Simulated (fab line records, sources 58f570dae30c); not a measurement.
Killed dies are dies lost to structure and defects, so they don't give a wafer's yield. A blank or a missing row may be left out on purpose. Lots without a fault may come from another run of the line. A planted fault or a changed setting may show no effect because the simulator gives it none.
Which tool did it? | flow berkeley_cmos170 | 14 lots, 42 wafers sampled, at 2 steps of a route of 331

WHAT THE GAUGES READ, wafer by wafer
UCB170_SDANNEAL_RS_MEAS_02: measures by four-point-probe. Usual: PSD_RS 75.46 ohm/sq, standard deviation 0.29.
lot  | measured     | on            | PSD_RS (ohm/sq)   | flag
L960 | day 8 05:50  | film_metro-01 | 75.16 74.90 75.16 |
L961 | day 8 05:50  | film_metro-04 | 75.18 75.35 75.49 |
L963 | day 8 21:24  | film_metro-04 | 75.33 75.07 75.09 |
L962 | day 8 21:59  | film_metro-02 | 75.93 75.75 75.86 |
L966 | day 9 04:37  | film_metro-04 | 75.29 75.51 75.39 |
L965 | day 9 04:49  | film_metro-02 | 75.57 75.27 75.52 |
L967 | day 9 21:00  | film_metro-02 | 75.24 75.56 75.49 |
L969 | day 10 08:13 | film_metro-01 | 75.81 76.10 75.56 |
L970 | day 10 08:26 | film_metro-02 | 75.62 75.45 75.53 |
L968 | day 10 08:42 | film_metro-04 | 75.55 75.61 75.23 |
L971 | day 10 17:32 | film_metro-02 | 75.89 75.74 75.70 |
L974 | day 11 08:13 | film_metro-01 | 75.23 75.23 75.56 |
L979 | day 11 23:20 | film_metro-02 | 75.51 75.99 75.77 |
L980 | day 11 23:32 | film_metro-01 | 75.22 75.54 75.03 |

WHICH TOOL RAN EACH LOT (tool, then ch and the chambers of the sampled wafers, then the start)
lot  | UCB170_SDANNEAL_RTA_01
L960 | rtp_anneal-02 ch 0, day 8 05:45
L961 | rtp_anneal-01 ch 0, day 8 05:46
L963 | rtp_anneal-02 ch 0, day 8 21:20
L962 | rtp_anneal-02 ch 0, day 8 21:55
L966 | rtp_anneal-01 ch 0, day 9 04:33
L965 | rtp_anneal-02 ch 0, day 9 04:46
L967 | rtp_anneal-01 ch 0, day 9 20:56
L969 | rtp_anneal-02 ch 0, day 10 08:09
L970 | rtp_anneal-01 ch 0, day 10 08:23
L968 | rtp_anneal-02 ch 0, day 10 08:38
L971 | rtp_anneal-02 ch 0, day 10 17:29
L974 | rtp_anneal-02 ch 0, day 11 08:10
L979 | rtp_anneal-02 ch 0, day 11 23:17
L980 | rtp_anneal-01 ch 0, day 11 23:28
- UCB170_SDANNEAL_RTA_01: time 5 s.

WHAT THE TOOLS THEMSELVES READ (means of the sampled wafers that have a number; where no wafer has one, the mark that the record gives instead)
UCB170_SDANNEAL_RTA_01. Usual: lamp_power_pct 38.0 %, standard deviation 0.49; wafer_temp_C_max 1054.7, standard deviation 1.2.
lot  | tool          | lamp_power_pct (%) | wafer_temp_C_max | flag
L960 | rtp_anneal-02 | 38.5               | 1054.3           |
L961 | rtp_anneal-01 | 37.5               | 1054.0           |
L963 | rtp_anneal-02 | 38.4               | 1056.5           |
L962 | rtp_anneal-02 | 38.4               | 1055.5           |
L966 | rtp_anneal-01 | 37.5               | 1053.4           |
L965 | rtp_anneal-02 | 38.4               | 1056.0           |
L967 | rtp_anneal-01 | 37.5               | 1053.1           |
L969 | rtp_anneal-02 | 38.4               | 1056.0           |
L970 | rtp_anneal-01 | 37.5               | 1054.7           |
L968 | rtp_anneal-02 | 38.4               | 1055.2           |
L971 | rtp_anneal-02 | 38.5               | 1054.4           |
L974 | rtp_anneal-02 | 38.5               | 1054.6           |
L979 | rtp_anneal-02 | 38.4               | 1055.0           |
L980 | rtp_anneal-01 | 37.5               | 1054.0           |

THE ANSWER, worked out from the rows above alone
Rule: a lot is off if the mean of its wafers that have a number lies more than 3 standard deviations from the usual mean. A lot without any number at a reading at which 4 lots or more have one is off too. The other lots that the step has rows for count as sound. The gauges are gone through in route order, then the tools' own readings, and for those a lot's mean is taken as printed above. The first step at which some lot is off is used, and at that step the reading that is off furthest; a lot without a number counts as furthest.
No lot is off at any reading shown: from this, nothing can be told.

WHAT THE SIMULATOR HAD PUT IN
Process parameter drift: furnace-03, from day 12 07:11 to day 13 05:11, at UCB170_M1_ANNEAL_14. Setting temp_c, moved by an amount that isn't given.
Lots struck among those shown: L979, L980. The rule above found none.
